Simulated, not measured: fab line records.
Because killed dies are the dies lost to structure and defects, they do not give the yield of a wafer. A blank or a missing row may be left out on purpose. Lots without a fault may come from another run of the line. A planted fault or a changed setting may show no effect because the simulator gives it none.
fab line records    flow rit-cmos
record lots=5  wafers=15  last-day=6
route steps=202 shown SDANNEAL@153 SILICIDE@161 CONTACT@168 M1@184
lots with no fault: from the same line, run without faults
start-h: start of the lot's first displayed wafer, in hours after the record's first day    wait-h: time in hours since the lot's previous step    " as in the row above    L1.1+2: one row covering several wafers at once    - no value, or no start given    * or withheld: withheld    < > ~ a bound
route shown NAME@n: a module of which the file shows steps, and the number in the route of the first    usual: mean/standard deviation of fault-free wafers    same: alike in all rows    chamber/n: place in a boat    sites: the reading at each site    _std_site: standard deviation across them    _edge_site: outer sites' mean less inner sites'    radius-mm: for every site, how far away it sits from the centre of the wafer    mask NAME#n: copy n    behind: the last tool/chamber to shape the wafer    hold: cause of the lot's hold/its duration in hours/its outcome    device: names the non-switching transistor (n, p or np)    end of line: the route-end tests of the same wafers    a step given without rows: its recipe and nothing more    killed: the dies lost at the first sort to structure and to defects; this is not the yield of the wafer    map: per-die view of a wafer (x killed, . not killed, _ where there is no die)
set.NAME: the setting that was run; set.NAME@STEP: the one run at that earlier step    model.NAME: the simulator's own value behind a step, which no gauge read
a table for each step, a row for each wafer; lots at some steps of the route
## steps
# step RIT_SDANNEAL_CLEAN_00
# recipe chemistry=SC1  mix=3:3:50  time-s=600  temp-c=75
# step RIT_SDANNEAL_CLEAN_01
# recipe chemistry=dHF  dilution=50:1  time-s=30
# step RIT_SDANNEAL_CLEAN_02
# recipe chemistry=SC2  mix=3:3:50  time-s=600  temp-c=75  dry=n2-spin
# step RIT_SDANNEAL_RTA_03
# recipe temp-c=1050  time-s=5  idle-temp-c=600  ramp-up-c-per-s=342  ramp-down-c-per-s=171  cool-to-c=600  ambient=N2
# step RIT_SILICIDE_WET_ETCH_00
# recipe chemistry=BOE  target=SiO2  target-depth-nm=14  time-s=15  dry=n2-spin  dilution=10:1  temp-c=21.5
# step RIT_SILICIDE_SPUTTER_01
# recipe material=Ti  target-thk-nm=30  power-w=350  chamber-pressure-pa=0.667  gas=Ar  time-s=240  substrate-temp-c=25
# step RIT_SILICIDE_RTA_04
# recipe temp-c=650  time-s=10  idle-temp-c=25  ramp-up-s=5  ramp-down-s=5  cool-to-c=25  ambient=N2
# usual wafer_temp_C_max=653.3/0.64
lot.wafer  tool           chamber  start-h  wait-h  wafer_temp_C_max
L405.2     rtp-anneal-02  0        69.63    0.1     653.7
L405.3     "              0        "        "       652.6
L405.5     "              0        "        "       653.3
L409.1     rtp-anneal-02  0        84.74    0.1     653.4
L409.2     "              0        "        "       652.7
L409.6     "              0        "        "       652.6
L411.3     rtp-anneal-02  0        96.85    0.1     652.9
L411.5     "              0        "        "       654.7
L411.6     "              0        "        "       654.2
L413.2     rtp-anneal-02  0        105.12   0.1     652.4
L413.3     "              0        "        "       653.5
L413.4     "              0        "        "       652.9
L420.2     rtp-anneal-01  0        142.96   0.1     654.1
L420.3     "              0        "        "       654.0
L420.6     "              0        "        "       654.1
# step RIT_SILICIDE_WET_ETCH_05
# recipe chemistry=SPM  target=Ti  temp-c=90  time-s=120  dry=n2-spin
# step RIT_SILICIDE_RTA_06
# recipe temp-c=750  time-s=10  idle-temp-c=25  ramp-up-s=5  ramp-down-s=10  cool-to-c=25  ambient=N2
# step RIT_CONTACT_CVD_00
# recipe material=SiO2  target-thk-nm=400  precursor=TEOS  temp-c=390  time-s=61  rf-w=400
# step RIT_CONTACT_HMDS_02
# recipe prime-time-s=60  prime-temp-c=140
# step RIT_CONTACT_COAT_03
# recipe resist=NOVOLAK  spin-rpm=3250  resist-thk-nm=1000
# step RIT_CONTACT_SOFTBAKE_04
# recipe resist=NOVOLAK  temp-c=90  time-s=60
# step RIT_CONTACT_EXPOSE_05
# recipe mask-id=M11  na=0.6  source-shape=conventional  sigma-outer=0.5  target-cd-nm=1000  dose-mj=250
# step RIT_CONTACT_PEB_06
# recipe resist=NOVOLAK  temp-c=withheld  time-s=withheld
# step RIT_CONTACT_DEVELOP_07
# recipe resist=NOVOLAK  develop-time-s=120  dev-temp-c=23
# step RIT_CONTACT_HARDBAKE_10
# recipe resist=NOVOLAK  temp-c=140  time-s=60
# step RIT_CONTACT_ETCH_11
# recipe target-depth-a=4800  over-etch-frac=0.2  stop-on=TiSi2  chemistry=CHF3/CF4/Ar  target=SiO2  CHF3_flow_sccm=50  cf4-flow-sccm=10  Ar_flow_sccm=100  O2_flow_sccm=5  pressure-mtorr=100  rf-w=200  time-s=320
# step RIT_CONTACT_STRIP_12
# recipe chemistry=O2  time-s=180  resist=NOVOLAK  platen-temp-c=withheld  power-w=500  pressure-mtorr=4000  o2-flow-sccm=4000
# step RIT_CONTACT_CLEAN_13
# recipe chemistry=SC1  mix=3:3:50  time-s=600  temp-c=75
# step RIT_CONTACT_CLEAN_14
# recipe chemistry=SC2  mix=3:3:50  time-s=600  temp-c=75  dry=n2-spin
# step RIT_M1_SPUTTER_00
# recipe material=Al  target-thk-nm=400  power-w=2000  chamber-pressure-pa=0.4  gas=Ar  time-s=500  substrate-temp-c=25
# step RIT_M1_HMDS_03
# recipe prime-time-s=60  prime-temp-c=140
# step RIT_M1_COAT_04
# recipe resist=NOVOLAK  spin-rpm=2000  resist-thk-nm=1300
# step RIT_M1_SOFTBAKE_05
# recipe resist=NOVOLAK  temp-c=90  time-s=60
# step RIT_M1_EXPOSE_06
# recipe mask-id=M12  na=0.6  source-shape=conventional  sigma-outer=0.5  target-cd-nm=2600  dose-mj=250
# step RIT_M1_PEB_07
# recipe resist=NOVOLAK  temp-c=withheld  time-s=withheld
# step RIT_M1_DEVELOP_08
# recipe resist=NOVOLAK  develop-time-s=68  dev-temp-c=23
# step RIT_M1_PROBE_99
# usual killed-at-contacts=0.1/0.32  killed-at-front-end=7/3  killed-dies=7/3  killed-open=3.4/2.2  killed-short=3.3/1.8
# same gross-dies=264  killed_at_M0_to_M3=0  killed_at_M4_up=0  killed-at-back-side=0  killed-at-other=0
lot.wafer  tool       chamber  start-h  wait-h  killed-at-contacts  killed-at-front-end  killed-dies  killed-open  killed-short  model.etest.npoly-line.line-ohm-um  model.etest.contact-pplus.end-ohm-um  model.etest.contact-nplus.end-ohm-um  model.etest.npoly-line.rs-ohm-sq  model.etest.ppoly-line.rs-ohm-sq  model.etest.npoly-sal.rs-ohm-sq  model.etest.ppoly-sal.rs-ohm-sq  model.etest.pplus-sal.rs-ohm-sq
L405.2     prober-02  -        76.34    0.1     0                   5                    5            3            2             161.8                               42.4                                  41.51                                 16.93                             16.42                             4.32                             4.298                            4.281
L405.3     prober-02  -        76.39    0.2     0                   3                    3            0            3             168.9                               43.45                                 41.12                                 17.04                             16.73                             4.333                            4.315                            4.301
L405.5     prober-02  -        76.49    0.2     1                   3                    4            1            3             166.6                               42.35                                 41.49                                 16.9                              16.43                             4.344                            4.282                            4.343
L409.1     prober-02  -        91.74    0.1     0                   4                    4            0            4             155                                 46.88                                 45.02                                 16.06                             15.66                             4.07                             4.063                            4.026
L409.2     prober-02  -        91.79    0.1     0                   8                    8            5            3             158.2                               46.12                                 44.88                                 16.07                             15.58                             4.082                            4.063                            4.052
L409.6     prober-02  -        91.99    0.2     0                   6                    6            3            3             155.6                               46.45                                 43.66                                 16.09                             15.66                             4.111                            4.111                            4.075
L411.3     prober-02  -        104.71   0.2     0                   6                    6            5            1             160.3                               48.49                                 43.85                                 16.08                             15.59                             4.076                            4.068                            4.041
L411.5     prober-02  -        104.81   0.2     0                   6                    6            4            2             156.8                               47.35                                 44.01                                 16.06                             15.57                             4.076                            4.049                            4.055
L411.6     prober-02  -        104.86   0.2     0                   6                    6            4            2             162.9                               48.91                                 44.17                                 16.05                             15.49                             4.09                             4.056                            4.065
L413.2     prober-02  -        111.62   0.1     0                   3                    3            0            3             164.7                               47.53                                 46.56                                 16.19                             15.56                             4.037                            4.039                            4.019
L413.3     prober-02  -        111.67   0.2     0                   6                    6            4            2             162.6                               49.07                                 45.29                                 16.15                             15.7                              4.069                            4.027                            4.04
L413.4     prober-02  -        111.72   0.2     0                   3                    3            1            2             165.7                               47.82                                 45.01                                 16.12                             15.8                              4.054                            4.026                            4.065
L420.2     prober-01  -        149.44   0.1     0                   6                    6            3            3             167.7                               43.43                                 42.29                                 16.87                             16.48                             4.311                            4.276                            4.279
L420.3     prober-01  -        149.49   0.2     0                   7                    7            4            3             169.5                               45.28                                 42.62                                 17.09                             16.57                             4.343                            4.303                            4.3
L420.6     prober-01  -        149.64   0.2     0                   0                    0            0            0             165.5                               43.59                                 41.99                                 16.96                             16.3                              4.352                            4.315                            4.284
# killed by level:class
L405.2 FOX1:geometric-particle:short=1 GATE:geometric-particle:open=1 REOX:geometric-particle:short=1 SPACER:geometric-particle:open=1 SILICIDE:geometric-particle:open=1
L405.3 FOX1:geometric-particle:short=1 GATE:geometric-particle:short=1 SPACER:geometric-particle:short=1
L405.5 FOX2:geometric-particle:short=1 GATE:geometric-particle:short=1 SPACER:geometric-particle:short=1 CONTACT:geometric-particle:open=1
L409.1 FOX1:geometric-particle:short=1 GATE:geometric-particle:short=1 SPACER:geometric-particle:short=1 SILICIDE:geometric-particle:short=1
L409.2 GATE:geometric-particle:open=2 ACTIVE:geometric-particle:open=1 GATE:geometric-particle:short=1 SPACER:geometric-particle:short=1 SPACER:geometric-particle:open=1 SILICIDE:geometric-particle:open=1 SILICIDE:geometric-particle:short=1
L409.6 SPACER:geometric-particle:short=2 GATE:geometric-particle:short=1 GATE:geometric-particle:open=1 SPACER:geometric-particle:open=1 SILICIDE:geometric-particle:open=1
L411.3 GATE:geometric-particle:open=2 REOX:geometric-particle:open=2 FOX2:geometric-particle:open=1 SILICIDE:geometric-particle:short=1
L411.5 SPACER:geometric-particle:open=2 FOX1:geometric-particle:open=1 GATE:geometric-particle:short=1 GATE:geometric-particle:open=1 SPACER:geometric-particle:short=1
L411.6 FOX1:geometric-particle:open=1 GATE:geometric-particle:short=1 REOX:geometric-particle:open=1 REOX:geometric-particle:short=1 SPACER:geometric-particle:open=1 SILICIDE:geometric-particle:open=1
L413.2 GATE:geometric-particle:short=1 REOX:geometric-particle:short=1 SPACER:geometric-particle:short=1
L413.3 GATE:geometric-particle:open=2 FOX1:geometric-particle:open=1 FOX1:geometric-particle:short=1 FOX2:geometric-particle:short=1 REOX:geometric-particle:open=1
L413.4 GATE:geometric-particle:short=2 SPACER:geometric-particle:open=1
L420.2 FOX1:geometric-particle:open=1 GATE:geometric-particle:short=1 REOX:geometric-particle:open=1 SPACER:geometric-particle:open=1 SPACER:geometric-particle:short=1 SILICIDE:geometric-particle:short=1
L420.3 ACTIVE:geometric-particle:open=1 FOX1:geometric-particle:open=1 GATE:geometric-particle:short=1 GATE:geometric-particle:open=1 REOX:geometric-particle:short=1 REOX:geometric-particle:open=1 SILICIDE:geometric-particle:short=1
## key
first-sign none at tools or gauges
model-effect step=RIT_M1_PROBE_99  value=etest.npoly-line.line-ohm-um  without=166  struck=160.2
met-at RIT_SILICIDE_RTA_04
struck-wafers L409.1,L409.2,L409.6,L411.3,L411.5,L411.6,L413.2,L413.3,L413.4
tester-left-out L409,L411,L413
onset-between 69.63 84.74
fault kind=process-parameter-drift  tool=rtp-anneal-02  chamber=-  onset-h=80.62  steps=RIT_SILICIDE_RTA_04  channel=time-s  offset=*  shape=step  end-h=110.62  acts-in=*  stated=*
# tester-left-out: of these lots the tester's yield and bins aren't shown, on N5 and GAA mostly nor the transistor test; their killed dies are dies lost to structure and defects alone, not to doping, threshold or leakage, so they don't give the yield
